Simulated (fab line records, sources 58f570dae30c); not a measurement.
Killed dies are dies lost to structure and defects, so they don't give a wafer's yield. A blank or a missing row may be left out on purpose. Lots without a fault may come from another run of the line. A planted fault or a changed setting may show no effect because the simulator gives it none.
fab line records | flow berkeley_cmos170 | part 1 of 2: steps 1 to 26 of 36
record lots=5 wafers=15 last_day=10
route steps=331 shown NSD@192 BACKSIDE@199 SDANNEAL@204 PSD@206 PLDD@208 NLDD@209 SILICIDE@210 CONTACT@216
lots that met no fault: from a run of the same line without faults
start_h: hours from the record's first day to the start of the lot's first wafer shown | wait_h: hours since the lot's step before | " the same as in the row above | L1.1+2: a row that stands for several wafers | - no value, or no start given | * or withheld: withheld | < > ~ a bound
route shown NAME@n: a module of which the file shows steps, and the number in the route of the first | usual: mean/standard deviation of fault-free wafers | same: alike in all rows | chamber/n: place in a boat | sites: the reading at each site | _std_site: their standard deviation | _edge_site: outer sites' mean less inner sites' | radius_mm: how far each site lies from the wafer's centre | mask NAME#n: copy n | behind: the tool/chamber that last shaped the wafer | hold: why the lot was held/for how many hours/how that ended | device: the transistor (n, p or np) that didn't switch | end of line: the same wafers' tests at the end of the route | a step without rows: its recipe alone | killed: dies lost to structure and defects at the first sort, not the wafer's yield | map: a wafer's dies, x killed, . not, _ none there
set.NAME: the setting as run; set.NAME@STEP: as run at that earlier step | model.NAME: the simulator's own value behind a step, which no gauge read
lots at some steps of the route; a table a step, a row a wafer
services: from which hour (start_h, from the record's first day; less than 0 if before it) a tool's chamber was out of use, for how many hours, and why
## steps
# step UCB170_NSD_DEVELOP_05
# recipe developer=TMAH develop_time_s=45 resist=KrF dev_temp_c=21
# columns lot.wafer tool chamber start_h wait_h
L079.2+4+6 litho_track-02 0 - -
L085.3+4+6 litho_track-02 0 - -
L083.2+3+6 litho_track-01 0 - -
L087.1+4+6 litho_track-03 0 - -
L088.4+5+6 litho_track-01 0 - -
# step UCB170_NSD_CD_MEAS_06
# recipe target_cd_nm=1200
# usual cd_nm=1200.3/1.7
# columns lot.wafer tool chamber start_h wait_h cd_nm
L079.2 cd_sem-01 - 166.16 - 1198.3
L079.4 " - " " 1200.4
L079.6 " - " " 1200.6
L085.3 cd_sem-01 - 192.64 - 1199.5
L085.4 " - " " 1199.6
L085.6 " - " " 1200.7
L083.2 cd_sem-01 - 192.98 - 1200.7
L083.3 " - " " 1201.4
L083.6 " - " " 1201.1
L087.1 cd_sem-01 - 201.73 - 1199.0
L087.4 " - " " 1199.2
L087.6 " - " " 1199.6
L088.4 cd_sem-01 - 209.13 - 1205.1
L088.5 " - " " 1204.9
L088.6 " - " " 1203.2
# step UCB170_NSD_OVL_MEAS_07
# usual NSD_OVL=1/4.8
# columns lot.wafer tool chamber start_h wait_h NSD_OVL[nm]
L079.2 overlay-01 - 166.27 0.1 2
L079.4 " - " " -4
L079.6 " - " " -1
L085.3 overlay-02 - 192.73 0.1 7
L085.4 " - " " 3
L085.6 " - " " 7
L083.2 overlay-01 - 193.09 0.1 -1
L083.3 " - " " -3
L083.6 " - " " -1
L087.1 overlay-01 - 201.85 0.1 4
L087.4 " - " " -9
L087.6 " - " " -5
L088.4 overlay-01 - 209.20 0.1 -3
L088.5 " - " " -7
L088.6 " - " " -5
# step UCB170_NSD_IMPLANT_08
# recipe species=P dose_cm2=3e+15 energy_kev=40 tilt_deg=7
# usual end_station_pressure_torr=1.26e-05/6e-07
# columns lot.wafer tool chamber start_h wait_h end_station_pressure_torr
L079.2 implanter-04 0 166.32 0.0 1.35e-05
L079.4 " 0 " " 1.28e-05
L079.6 " 0 " " 1.29e-05
L085.3 implanter-01 0 192.81 0.1 1.21e-05
L085.4 " 0 " " 1.27e-05
L085.6 " 0 " " 1.27e-05
L083.2 implanter-04 0 193.14 0.0 1.22e-05
L083.3 " 0 " " 1.27e-05
L083.6 " 0 " " 1.3e-05
L087.1 implanter-04 0 201.88 0.0 1.22e-05
L087.4 " 0 " " 1.27e-05
L087.6 " 0 " " 1.22e-05
L088.4 implanter-04 0 209.30 0.1 1.27e-05
L088.5 " 0 " " 1.17e-05
L088.6 " 0 " " 1.23e-05
# step UCB170_NSD_STRIP_09
# recipe chemistry=O2 power_w=400 pressure_mtorr=3500 platen_temp_c=withheld o2_flow_sccm=400 overash_fraction=0.5
# usual drypump_motor_current_A=6.2/0.39 oes_product_au=0.534/0.0045 strip_time_to_endpoint_s=35.82/0.083
# columns lot.wafer tool chamber start_h wait_h drypump_motor_current_A oes_product_au rf_hours_counter_h strip_time_to_endpoint_s
L079.2 plasma_asher-02 1 166.45 0.1 5.5 0.531 38 35.82
L079.4 " 1 " " 5.5 0.532 - 35.80
L079.6 " 0 " " 6.5 0.528 - 35.86
L085.3 plasma_asher-02 0 192.94 0.1 6.5 0.533 - 35.91
L085.4 " 1 " " 5.5 0.539 - 35.88
L085.6 " 1 " " 5.5 0.536 - 35.88
L083.2 plasma_asher-03 0 193.27 0.1 6.0 0.545 50 35.82
L083.3 " 0 " " 6.0 0.538 - 35.76
L083.6 " 0 " " 6.0 0.531 - 35.74
L087.1 plasma_asher-03 0 202.03 0.1 6.0 0.539 51 35.69
L087.4 " 1 " " 6.6 0.532 - 35.77
L087.6 " 1 " " 6.6 0.539 - 35.73
L088.4 plasma_asher-03 0 209.40 0.1 6.0 0.543 - 35.76
L088.5 " 1 " " 6.6 0.539 - 35.84
L088.6 " 0 " " 6.0 0.530 - 35.84
# step UCB170_NSD_TW_MEAS_10
# usual NSD_TW=4202/76
# columns lot.wafer tool chamber start_h wait_h NSD_TW
L079.2 film_metro-04 - 166.56 0.1 4135
L079.4 " - " " 4136
L079.6 " - " " 4129
L085.3 film_metro-01 - 193.03 0.1 4348
L085.4 " - " " 4312
L085.6 " - " " 4321
L083.2 film_metro-04 - 193.38 0.1 4182
L083.3 " - " " 4194
L083.6 " - " " 4183
L087.1 film_metro-04 - 202.13 0.1 4164
L087.4 " - " " 4145
L087.6 " - " " 4181
L088.4 film_metro-03 - 209.50 0.1 4141
L088.5 " - " " 4159
L088.6 " - " " 4131
# step UCB170_NSD_CLEAN_11
# recipe chemistry=SPM temp_c=120 time_s=600
# usual bath_guard_temp_C=119.8/0.57
# columns lot.wafer tool chamber start_h wait_h bath_guard_temp_C
L079.2 wet_bench-04 0 166.61 0.0 119.3
L079.4 " 0 " " 119.9
L079.6 " 0 " " 119.8
L083.2 wet_bench-02 1 194.79 1.4 118.8
L083.3 " 1 " " 118.7
L083.6 " 1 " " 119.1
L085.3 wet_bench-02 0 194.79 1.8 120.7
L085.4 " 0 " " 120.8
L085.6 " 0 " " 120.6
L087.1 wet_bench-02 3 202.19 0.1 120.2
L087.4 " 3 " " 120.3
L087.6 " 3 " " 120.2
L088.4 wet_bench-02 0 209.53 0.0 120.9
L088.5 " 0 " " 120.5
L088.6 " 0 " " 120.1
# step UCB170_BACKSIDE_HMDS_00
# recipe prime_time_s=60 prime_temp_c=100
# columns lot.wafer tool chamber start_h wait_h
L079.2+4+6 litho_track-02 0 168.17 1.4
L083.2+3+6 litho_track-04 0 195.12 0.1
L085.3+4+6 litho_track-02 0 195.48 0.5
L087.1+4+6 litho_track-02 0 202.49 0.1
L088.4+5+6 litho_track-04 0 209.78 0.1
# step UCB170_BACKSIDE_COAT_01
# recipe resist=KrF spin_rpm=1500 resist_thk_nm=900
# usual dispense_pressure_kPa=50.5/1.9
# columns lot.wafer tool chamber start_h wait_h dispense_pressure_kPa
L079.2 litho_track-02 0 168.32 0.1 52.9
L079.4 " 0 " " 52.8
L079.6 " 0 " " 52.9
L083.2 litho_track-04 0 195.27 0.1 48.4
L083.3 " 0 " " 48.4
L083.6 " 0 " " 48.4
L085.3 litho_track-02 0 195.63 0.1 52.8
L085.4 " 0 " " 52.8
L085.6 " 0 " " 52.9
L087.1 litho_track-02 0 202.64 0.1 52.9
L087.4 " 0 " " 52.9
L087.6 " 0 " " 52.8
L088.4 litho_track-04 0 209.93 0.1 48.4
L088.5 " 0 " " 48.4
L088.6 " 0 " " 48.3
# step UCB170_BACKSIDE_SOFTBAKE_02
# recipe resist=KrF temp_c=130 time_s=60
# usual heater_power_total_W=56.80/0.044
# columns lot.wafer tool chamber start_h wait_h heater_power_total_W
L079.2 litho_track-02 0 168.47 0.1 56.78
L079.4 " 0 " " 56.83
L079.6 " 0 " " 56.82
L083.2 litho_track-04 0 195.42 0.1 56.75
L083.3 " 0 " " 56.77
L083.6 " 0 " " 56.70
L085.3 litho_track-02 0 195.78 0.1 56.77
L085.4 " 0 " " 56.82
L085.6 " 0 " " 56.86
L087.1 litho_track-02 0 202.79 0.1 56.86
L087.4 " 0 " " 56.83
L087.6 " 0 " " 56.72
L088.4 litho_track-04 0 210.08 0.1 56.83
L088.5 " 0 " " 56.85
L088.6 " 0 " " 56.76
# step UCB170_BACKSIDE_STRIP_03
# recipe chemistry=O2 power_w=400 pressure_mtorr=3500 platen_temp_c=withheld o2_flow_sccm=400 overash_fraction=0.5
# usual drypump_motor_current_A=6.0/0.64 oes_product_au=0.734/0.0048 strip_time_to_endpoint_s=21.97/0.068
# columns lot.wafer tool chamber start_h wait_h drypump_motor_current_A oes_product_au rf_hours_counter_h strip_time_to_endpoint_s
L079.2 plasma_asher-01 1 168.59 0.1 4.8 0.730 47 21.93
L079.4 " 1 " " 4.8 0.734 - 21.78
L079.6 " 0 " " 4.9 0.738 - 21.87
L083.2 plasma_asher-03 1 195.55 0.1 6.6 0.726 50 21.98
L083.3 " 1 " " 6.6 0.737 - 21.98
L083.6 " 0 " " 5.9 0.734 - 22.01
L085.3 plasma_asher-01 0 195.92 0.1 4.9 0.735 - 21.94
L085.4 " 1 " " 4.8 0.738 - 21.95
L085.6 " 0 " " 4.9 0.739 - 21.93
L087.1 plasma_asher-04 0 202.94 0.1 6.5 0.733 9 21.98
L087.4 " 1 " " 5.8 0.729 - 21.93
L087.6 " 0 " " 6.5 0.735 - 21.94
L088.4 plasma_asher-04 1 210.19 0.1 5.8 0.732 - 22.08
L088.5 " 0 " " 6.5 0.734 - 22.07
L088.6 " 1 " " 5.8 0.728 - 22.02
# step UCB170_BACKSIDE_CLEAN_04
# recipe chemistry=SPM temp_c=120 time_s=600
# usual bath_guard_temp_C=120.0/0.56
# columns lot.wafer tool chamber start_h wait_h bath_guard_temp_C
L079.2 wet_bench-01 1 168.69 0.1 120.3
L079.4 " 1 " " 120.1
L079.6 " 1 " " 120.0
L083.2 wet_bench-01 0 195.65 0.1 120.1
L083.3 " 0 " " 120.2
L083.6 " 0 " " 120.1
L085.3 wet_bench-01 2 195.98 0.0 119.7
L085.4 " 2 " " 120.1
L085.6 " 2 " " 119.9
L087.1 wet_bench-01 2 203.04 0.1 120.0
L087.4 " 2 " " 119.8
L087.6 " 2 " " 119.7
L088.4 wet_bench-03 3 210.26 0.0 119.3
L088.5 " 3 " " 119.6
L088.6 " 3 " " 119.1
# step UCB170_SDANNEAL_RTA_00
# recipe temp_c=900 time_s=10 ambient=N2
# usual lamp_power_pct=25.2/1.4 wafer_temp_C_max=905.9/1.9
# columns lot.wafer tool chamber start_h wait_h lamp_power_pct wafer_temp_C_max
L079.2 rtp_anneal-02 0 168.88 0.0 26.4 906.8
L079.4 " 0 " " 26.4 909.4
L079.6 " 0 " " 26.4 904.9
L083.2 rtp_anneal-02 0 195.84 0.0 26.4 909.8
L083.3 " 0 " " 26.4 906.8
L083.6 " 0 " " 26.4 906.6
L085.3 rtp_anneal-02 0 196.18 0.0 26.4 906.7
L085.4 " 0 " " 26.4 907.3
L085.6 " 0 " " 26.3 908.0
L087.1 rtp_anneal-01 0 203.21 0.0 23.6 904.7
L087.4 " 0 " " 23.6 905.8
L087.6 " 0 " " 23.6 903.7
L088.4 rtp_anneal-02 0 210.48 0.0 26.4 908.9
L088.5 " 0 " " 26.4 905.2
L088.6 " 0 " " 26.4 907.7
# step UCB170_SDANNEAL_RTA_01
# recipe temp_c=1050 time_s=5 ambient=N2
# usual lamp_power_pct=39.0/2.1 wafer_temp_C_max=1056.8/2.1
# columns lot.wafer tool chamber start_h wait_h lamp_power_pct wafer_temp_C_max
L079.2 rtp_anneal-02 0 168.94 0.1 40.8 1062.3
L079.4 " 0 " " 40.7 1056.8
L079.6 " 0 " " 40.7 1058.7
L083.2 rtp_anneal-02 0 195.90 0.1 40.7 1058.3
L083.3 " 0 " " 40.8 1056.4
L083.6 " 0 " " 40.8 1059.1
L085.3 rtp_anneal-02 0 196.24 0.1 40.7 1057.1
L085.4 " 0 " " 40.8 1057.2
L085.6 " 0 " " 40.7 1058.6
L087.1 rtp_anneal-01 0 203.28 0.1 36.4 1054.2
L087.4 " 0 " " 36.5 1054.4
L087.6 " 0 " " 36.5 1054.8
L088.4 rtp_anneal-02 0 210.54 0.1 40.8 1062.0
L088.5 " 0 " " 40.8 1059.1
L088.6 " 0 " " 40.8 1057.2
# step UCB170_SDANNEAL_RS_MEAS_02
# recipe thk_meas_gauge=four-point-probe
# usual PSD_RS=75.49/0.28
# columns lot.wafer tool chamber start_h wait_h PSD_RS[ohm/sq]
L079.2 film_metro-03 - 169.01 0.1 75.38
L079.4 " - " " 75.56
L079.6 " - " " 75.99
L083.2 film_metro-01 - 195.97 0.1 75.21
L083.3 " - " " 75.40
L083.6 " - " " 75.03
L085.3 film_metro-01 - 196.47 0.2 75.40
L085.4 " - " " 75.74
L085.6 " - " " 75.16
L087.1 film_metro-01 - 203.34 0.0 75.30
L087.4 " - " " 75.43
L087.6 " - " " 75.42
L088.4 film_metro-01 - 210.63 0.1 75.46
L088.5 " - " " 75.77
L088.6 " - " " 75.60
# step UCB170_SDANNEAL_RS_MEAS_03
# recipe thk_meas_gauge=four-point-probe
# usual NSD_RS=37.26/0.094
# columns lot.wafer tool chamber start_h wait_h NSD_RS[ohm/sq]
L079.2 film_metro-03 - 169.13 0.1 37.25
L079.4 " - " " 37.20
L079.6 " - " " 37.26
L083.2 film_metro-01 - 196.09 0.1 37.22
L083.3 " - " " 37.26
L083.6 " - " " 37.28
L085.3 film_metro-01 - 196.59 0.1 37.18
L085.4 " - " " 37.12
L085.6 " - " " 37.15
L087.1 film_metro-01 - 203.46 0.1 37.25
L087.4 " - " " 37.21
L087.6 " - " " 37.24
L088.4 film_metro-01 - 210.75 0.1 37.11
L088.5 " - " " 37.27
L088.6 " - " " 37.12
# step UCB170_SDANNEAL_RS_MEAS_04
# recipe thk_meas_gauge=four-point-probe
# usual PLDD_RS=1031.0/2.6
# columns lot.wafer tool chamber start_h wait_h PLDD_RS[ohm/sq]
L079.2 film_metro-03 - 169.25 0.1 1029.1
L079.4 " - " " 1028.1
L079.6 " - " " 1027.4
L083.2 film_metro-01 - 196.21 0.1 1029.1
L083.3 " - " " 1031.0
L083.6 " - " " 1031.3
L085.3 film_metro-01 - 196.71 0.1 1031.1
L085.4 " - " " 1027.9
L085.6 " - " " 1027.9
L087.1 film_metro-01 - 203.58 0.1 1030.9
L087.4 " - " " 1030.3
L087.6 " - " " 1028.4
L088.4 film_metro-01 - 210.87 0.1 1028.4
L088.5 " - " " 1031.7
L088.6 " - " " 1033.2
# step UCB170_SDANNEAL_RS_MEAS_05
# recipe thk_meas_gauge=four-point-probe
# usual NLDD_RS=616.3/1.6
# columns lot.wafer tool chamber start_h wait_h NLDD_RS[ohm/sq]
L079.2 film_metro-03 - 169.37 0.1 618.4
L079.4 " - " " 616.8
L079.6 " - " " 615.1
L083.2 film_metro-01 - 196.33 0.1 615.2
L083.3 " - " " 615.8
L083.6 " - " " 614.4
L085.3 film_metro-01 - 196.83 0.1 613.7
L085.4 " - " " 616.4
L085.6 " - " " 614.1
L087.1 film_metro-01 - 203.70 0.1 615.4
L087.4 " - " " 615.4
L087.6 " - " " 617.9
L088.4 film_metro-01 - 210.99 0.1 615.7
L088.5 " - " " 615.3
L088.6 " - " " 614.0
# step UCB170_SILICIDE_PRE_CLEAN_00
# recipe gas=Ar preclean_etch_time_s=60
# columns lot.wafer tool chamber start_h wait_h
L079.2+4+6 pvd_sputter-02 - 169.47 0.1
L083.2+3+6 pvd_sputter-01 - 196.43 0.1
L085.3+4+6 pvd_sputter-02 - 196.91 0.1
L087.1+4+6 pvd_sputter-04 - 203.82 0.1
L088.4+5+6 pvd_sputter-04 - 211.05 0.0
# step UCB170_SILICIDE_SPUTTER_01
# recipe material=Ti target_thk_nm=30 time_s=25 power_w=1500 chamber_pressure_pa=0.5
# usual chamber_pressure_pa=0.5000/0.00089 throttle_valve_pct=30.2/1.2
# columns lot.wafer tool chamber start_h wait_h chamber_pressure_pa throttle_valve_pct
L079.2 pvd_sputter-02 - 169.54 0.0 0.5012 30.6
L079.4 " - " " 0.5002 30.1
L079.6 " - " " 0.5003 30.4
L083.2 pvd_sputter-01 - 196.50 0.0 0.4984 30.7
L083.3 " - " " 0.5000 30.1
L083.6 " - " " 0.4984 30.9
L085.3 pvd_sputter-02 - 196.98 0.0 0.4996 31.5
L085.4 " - " " 0.5010 30.2
L085.6 " - " " 0.5006 31.4
L087.1 pvd_sputter-04 - 203.88 0.0 0.4995 27.7
L087.4 " - " " 0.4987 30.1
L087.6 " - " " 0.5001 30.1
L088.4 pvd_sputter-04 - 211.12 0.0 0.5006 31.4
L088.5 " - " " 0.5007 31.9
L088.6 " - " " 0.5007 30.6
# step UCB170_SILICIDE_RS_MEAS_02
# recipe thk_meas_gauge=four-point-probe reads=Ti_of_SILICIDE_SPUTTER_01
# usual SILICIDE_TI_RS=26.1/0.46
# columns lot.wafer tool chamber start_h wait_h SILICIDE_TI_RS[ohm/sq]
L079.2 film_metro-04 - 169.59 0.0 26.7
L079.4 " - " " 26.0
L079.6 " - " " 26.5
L083.2 film_metro-04 - 196.57 0.1 26.0
L083.3 " - " " 25.8
L083.6 " - " " 26.0
L085.3 film_metro-04 - 197.05 0.1 26.0
L085.4 " - " " 26.3
L085.6 " - " " 26.2
L087.1 film_metro-02 - 203.92 0.0 26.6
L087.4 " - " " 27.0
L087.6 " - " " 26.9
L088.4 film_metro-04 - 211.21 0.1 26.7
L088.5 " - " " 26.5
L088.6 " - " " 26.5
# step UCB170_SILICIDE_THK_MEAS_03
# recipe thk_meas_gauge=xrf reads=Ti_of_SILICIDE_SPUTTER_01
# usual SILICIDE_TI_THK=30.0/0.54
# columns lot.wafer tool chamber start_h wait_h SILICIDE_TI_THK[nm]
L079.2 film_metro-04 - 169.70 0.1 29.8
L079.4 " - " " 30.4
L079.6 " - " " 29.7
L083.2 film_metro-04 - 196.68 0.1 30.4
L083.3 " - " " 30.7
L083.6 " - " " 30.6
L085.3 film_metro-04 - 197.15 0.1 30.3
L085.4 " - " " 30.0
L085.6 " - " " 30.1
L087.1 film_metro-02 - 204.04 0.1 29.4
L087.4 " - " " 29.1
L087.6 " - " " 29.2
L088.4 film_metro-04 - 211.30 0.1 29.7
L088.5 " - " " 29.9
L088.6 " - " " 29.9
# step UCB170_SILICIDE_RTA_04
# recipe temp_c=650 time_s=15 ambient=N2
# usual wafer_temp_C_max=654.4/1.5
# same lamp_power_pct=11.3
# columns lot.wafer tool chamber start_h wait_h wafer_temp_C_max
L079.2 rtp_anneal-02 0 169.77 0.1 656.9
L079.4 " 0 " " 654.6
L079.6 " 0 " " 655.3
L083.2 rtp_anneal-02 0 196.74 0.1 655.7
L083.3 " 0 " " 656.4
L083.6 " 0 " " 656.3
L085.3 rtp_anneal-02 0 197.21 0.1 654.9
L085.4 " 0 " " 655.3
L085.6 " 0 " " 654.6
L087.1 rtp_anneal-02 0 204.10 0.1 654.5
L087.4 " 0 " " 655.9
L087.6 " 0 " " 654.0
L088.4 rtp_anneal-02 0 211.37 0.1 656.7
L088.5 " 0 " " 653.6
L088.6 " 0 " " 653.8
# step UCB170_SILICIDE_WET_ETCH_05
# recipe chemistry=SPM time_s=45 temp_c=120 target=Ti
# usual bath_guard_temp_C=119.8/0.37
# columns lot.wafer tool chamber start_h wait_h bath_guard_temp_C
L079.2 wet_bench-03 3 169.83 0.1 119.1
L079.4 " 3 " " 119.6
L079.6 " 3 " " 119.7
L083.2 wet_bench-01 1 196.80 0.1 120.0
L083.3 " 1 " " 120.4
L083.6 " 1 " " 120.1
L085.3 wet_bench-04 2 197.26 0.0 119.8
L085.4 " 2 " " 119.9
L085.6 " 2 " " 119.7
L087.1 wet_bench-01 0 204.17 0.1 120.2
L087.4 " 0 " " 120.1
L087.6 " 0 " " 120.0
L088.4 wet_bench-01 2 211.40 0.0 119.6
L088.5 " 2 " " 119.6
L088.6 " 2 " " 119.8
# step UCB170_CONTACT_CLEAN_00
# recipe chemistry=SPM temp_c=120 time_s=600
# usual bath_guard_temp_C=119.7/0.46
# columns lot.wafer tool chamber start_h wait_h bath_guard_temp_C
L079.2 wet_bench-01 2 169.85 0.0 119.8
L079.4 " 2 " " 120.3
L079.6 " 2 " " 120.1
L083.2 wet_bench-04 2 196.83 0.0 119.6
L083.3 " 2 " " 119.8
L083.6 " 2 " " 119.6
L085.3 wet_bench-01 1 197.28 0.0 119.9
L085.4 " 1 " " 120.2
L085.6 " 1 " " 119.8
L087.1 wet_bench-01 2 204.19 0.0 120.2
L087.4 " 2 " " 119.6
L087.6 " 2 " " 120.2
L088.4 wet_bench-01 1 211.43 0.0 120.6
L088.5 " 1 " " 120.0
L088.6 " 1 " " 119.9
# step UCB170_CONTACT_CVD_01
# recipe material=PSG target_thk_nm=700 temp_c=450 precursor=SiH4/O2/PH3 time_s=2820 pressure_mtorr=300 sih4_flow_sccm=60 o2_flow_sccm=90 ph3_flow_sccm=25
# usual zone_power_source_pct=7.1/0.67
# columns lot.wafer tool chamber start_h wait_h zone_power_source_pct
L079.2 lpcvd-02 0 171.79 1.8 7.0
L079.4 " 0 " " 7.1
L079.6 " 0 " " 7.0
L083.2 lpcvd-02 0 198.71 1.7 7.0
L083.3 " 0 " " 7.0
L083.6 " 0 " " 7.0
L085.3 lpcvd-02 0 198.71 1.3 7.0
L085.4 " 0 " " 6.9
L085.6 " 0 " " 6.9
L087.1 lpcvd-01 1 204.72 0.4 7.9
L087.4 " 1 " " 8.0
L087.6 " 1 " " 8.0
L088.4 lpcvd-02 0 212.18 0.6 7.0
L088.5 " 0 " " 6.9
L088.6 " 0 " " 7.0
